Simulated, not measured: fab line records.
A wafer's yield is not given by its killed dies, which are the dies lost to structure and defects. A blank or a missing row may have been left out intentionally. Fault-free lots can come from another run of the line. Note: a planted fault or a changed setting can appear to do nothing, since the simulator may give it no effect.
8D (eight disciplines) problem report, filled in by code || flow rit_cmos || the parts of the form that need people (team, actions taken, sign-off) are left out

== 1. THE PROBLEM ==
Wafers without a fault read 1.4 %, standard deviation 0.77; sort_bin_5_function at RIT_M1_PROBE_99 reads a mean of 98.5 % on 9 wafers belonging to 3 lots. So: +99 or more standard deviations from the usual mean.
First seen on wafer L610.2, day 6 00:21, on prober-01. Wafers with a number at this step in the record: 45, from 15 lots. Rule for "out", or "out of limits": more than 4 standard deviations from the usual mean. The other wafers with a number count as sound.

== 2. WHAT IT IS, AND WHAT IT ISN'T ==
{"question": "which readings at this step", "is": "sort_bin_5_function, defect_limited_yield, killed_dies, killed_on_rim, sort_n_pass, sort_yield_pct", "is not": "killed_short, sort_bin_3_pad_short"}
{"question": "which lots", "is": "L610, L611, L612", "is not": "L598, L601, L602, L603, L604, L605, L615, L617, L618, L619, L620, L621"}
{"question": "which wafers of those lots", "is": "all that have a number", "is not": "-"}
{"question": "read on which tools", "is": "prober-01, prober-02", "is not": "-"}
{"question": "when", "is": "from day 6 00:21", "is not": "up to then (18 sound wafers); but 18 sound wafers of L615, L617, L618, L619, L620, L621 came after"}

== 3. WHAT RULES OUT EACH SUSPECT ==
Counting: a tool stays on the suspect list if, at a process step up to the reading, it processed all lots that are out and no sound lot following the first of them.
- litho_track-03 at RIT_M1_DEVELOP_08 (develop time 68 s): kept. It processed each lot that is out, first L610 at day 5 20:00, and no sound lot thereafter; up to then, the last sound lot it processed was L604 at day 4 14:00.
The count leaves litho_track-03 at RIT_M1_DEVELOP_08.

== 4. THE CAUSE (what the simulator had put in) ==
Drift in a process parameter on litho_track-03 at RIT_M1_DEVELOP_08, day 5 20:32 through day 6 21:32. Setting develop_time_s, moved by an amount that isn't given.
After counting, this tool was the only one left.

== 5. THE EFFECT CHAIN, in route order ==
Each row: a reading whose mean over the struck wafers that have a number lies more than 3 standard deviations from the usual. Scope: only readings with a usual standard deviation given in the record; hours: median across lots of the time from each lot's start at the first step in this table that gives one to its start at this step; sigmas: change in usual standard deviations.
{"hours": 0, "step": "RIT_M1_PROBE_99", "reading": "defect_limited_yield", "usual": "97.4 %", "on struck wafers": 0.0, "change": -97.4, "sigmas": -89}
{"hours": 0, "step": "RIT_M1_PROBE_99", "reading": "killed_dies", "usual": 7.0, "on struck wafers": 264.0, "change": "+257.0", "sigmas": "+86"}
{"hours": 0, "step": "RIT_M1_PROBE_99", "reading": "killed_on_rim", "usual": 1.8, "on struck wafers": 70.0, "change": "+68.2", "sigmas": "+49"}
{"hours": 0, "step": "RIT_M1_PROBE_99", "reading": "sort_bin_5_function", "usual": "1.4 %", "on struck wafers": 98.5, "change": "+97.1", "sigmas": "+99 or more"}
{"hours": 0, "step": "RIT_M1_PROBE_99", "reading": "sort_n_pass", "usual": 257.0, "on struck wafers": 0.0, "change": -257.0, "sigmas": -86}
{"hours": 0, "step": "RIT_M1_PROBE_99", "reading": "sort_yield_pct", "usual": "97.4 %", "on struck wafers": 0.0, "change": -97.4, "sigmas": -89}
The process steps in it:
- RIT_M1_PROBE_99
Readings that are blank on the struck wafers while sound wafers have them: cd_nm at RIT_M1_CD_MEAS_09; M1_OVL at RIT_M1_OVL_MEAS_10.

== 6. WHAT WOULD HAVE CAUGHT IT SOONER ==
In this record the first reading out of limits was taken at day 6 00:21, 4 hours after the fault began at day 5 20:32.
Between RIT_M1_DEVELOP_08 and RIT_M1_PROBE_99, RIT_M1_CD_MEAS_09 gave no cd_nm and RIT_M1_OVL_MEAS_10 gave no M1_OVL on the struck wafers, where sound wafers have one: a measuring or inspecting step that comes back empty is itself a sign.
Of the lots that are out (3), L612 began RIT_M1_DEVELOP_08 on litho_track-03 after day 6 00:21. Had the tool been put on hold then, it would have been spared.
